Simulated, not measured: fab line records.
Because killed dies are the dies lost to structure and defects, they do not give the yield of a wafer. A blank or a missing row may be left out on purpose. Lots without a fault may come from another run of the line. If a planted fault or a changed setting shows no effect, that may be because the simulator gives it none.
A lot that was struck, set against a sound lot ; flow rit cmos ; 32 steps out of a route of 202
Sound: wafers L221.2, L221.5, L221.6. Wafers struck: L210.1, L210.4, L210.5. The cause comes at the end.
Per side, at each step with rows, come the tool, then ch with its chambers, and then its first start. Under that, the readings that differ: sound wafers ; struck wafers ; difference of the means ; sigmas: that difference in standard deviations of wafers without a fault.
alike: same words and numbers on both sides, and readings whose means sit less than 2 such deviations apart. not compared: any withheld reading, any reading some wafer has no value for, any bound like >300 that may hide the same value, and any number with overlapping values for which the record gives no deviation.
The two part at a step that has a row with sigmas, a row that says differs or no value, or rows on one side only. Non-overlapping numbers with no deviation appear without sigmas and do not part them. A reading that every wafer of one side lacks parts them only if that side has two wafers or more.

first, 1 step without rows for these wafers: RIT_GATE_HARDBAKE_18 (time 60 s).
RIT_GATE_ETCH_19: etches poly-Si in SF6/CHF3/O2, stops on SiO2, time 165 s, target depth 312.5 nm.
  sound on rie si-01 ch 2,3, day 5 14:41; struck on rie si-02 ch 0,1, day 3 08:32
  alike: chamber pressure mTorr, drypump motor current A, oes product au, throttle valve pct
  not compared: rf hours counter h
RIT_GATE_STRIP_20: strips in O2, time 180 s.
  sound on plasma asher-02 ch 0,1, day 5 14:47; struck on plasma asher-04 ch 0,1, day 3 08:39
  alike: chamber pressure mTorr, drypump motor current A
  not compared: rf hours counter h
RIT_GATE_CD_MEAS_90: target cd 150 nm.
  struck on cd sem-01, day 3 08:50; sound on cd sem-01, day 5 14:59
  alike: cd nm
then, 4 steps without rows for these wafers: RIT_REOX_CLEAN_00 (cleans in SC1, time 600 s); RIT_REOX_CLEAN_01 (cleans in dHF, time 30 s); RIT_REOX_CLEAN_02 (cleans in SC2, time 600 s); RIT_REOX_OXIDATION_03 (target thk 25.2 nm, ox time 5580 s).
RIT_REOX_THK_MEAS_04:
  struck on film metro-02, day 3 13:07; sound on film metro-02, day 5 18:01
  alike: REOX_OXIDE_THK
then, 3 steps without rows for these wafers: RIT_NLDD_HMDS_00 (prime time 60 s); RIT_NLDD_COAT_01 (resist thk 1000 nm); RIT_NLDD_SOFTBAKE_02 (time 60 s).
RIT_NLDD_EXPOSE_03: exposes mask M7, target cd 40700 nm.
  sound on iline stepper-01 ch 0, day 5 18:32; struck on iline stepper-01 ch 0, day 3 13:37
reading;sound;struck;difference;sigmas
mask;M7#0 M7#0 M7#0;M8#0 M8#0 M8#0;differs;
  alike: stage vel mm s
then, 2 steps without rows for these wafers: RIT_NLDD_PEB_04; RIT_NLDD_DEVELOP_05 (develop time 50 s).
RIT_NLDD_OVL_MEAS_06:
  struck on overlay-01, day 3 14:01; sound on overlay-02, day 5 18:55
reading;sound;struck;difference;sigmas
NLDD_OVL (nm);-5.0 -3.4 -5.8;- - -;no value on the struck wafers;
then, 2 steps without rows for these wafers: RIT_NLDD_HARDBAKE_07 (time 60 s); RIT_NLDD_IMPLANT_08.
RIT_NLDD_STRIP_09: strips in O2, time 180 s.
  sound on plasma asher-04 ch 0,1, day 5 19:14; struck on plasma asher-04 ch 0, day 3 14:21
  alike: chamber pressure mTorr, drypump motor current A
  not compared: rf hours counter h
RIT_NLDD_TW_MEAS_10:
  struck on film metro-02, day 3 14:32; sound on film metro-03, day 5 19:26
reading;sound;struck;difference;sigmas
NLDD_TW;2480 2470 2490;30 30 30;-2450;-99 or more
then, 6 steps without rows for these wafers: RIT_PLDD_HMDS_00 (prime time 60 s); RIT_PLDD_COAT_01 (resist thk 1000 nm); RIT_PLDD_SOFTBAKE_02 (time 60 s); RIT_PLDD_EXPOSE_03 (exposes mask M8, target cd 40900 nm); RIT_PLDD_PEB_04; RIT_PLDD_DEVELOP_05 (develop time 50 s).
RIT_PLDD_OVL_MEAS_06:
  struck on overlay-01, day 3 15:26; sound on overlay-02, day 5 20:28
  alike: PLDD_OVL
then, 2 steps without rows for these wafers: RIT_PLDD_HARDBAKE_07 (time 60 s); RIT_PLDD_IMPLANT_08.
RIT_PLDD_STRIP_09: strips in O2, time 180 s.
  sound on plasma asher-04 ch 0,1, day 5 20:48; struck on plasma asher-02 ch 0,1, day 3 15:46
  alike: chamber pressure mTorr, drypump motor current A
  not compared: rf hours counter h
RIT_PLDD_TW_MEAS_10:
  struck on film metro-03, day 3 15:57; sound on film metro-04, day 5 20:59
reading;sound;struck;difference;sigmas
PLDD_TW;2351 2342 2351;2851 2857 2867;+510;+39
then, 1 step without rows for these wafers: RIT_SPACER_CLEAN_00 (cleans in SC1, time 600 s).

== WHERE THEY PART ==
At RIT_NLDD_EXPOSE_03 first; at RIT_PLDD_TW_MEAS_10 last (within this record only).

WHY: whatever the simulator had introduced
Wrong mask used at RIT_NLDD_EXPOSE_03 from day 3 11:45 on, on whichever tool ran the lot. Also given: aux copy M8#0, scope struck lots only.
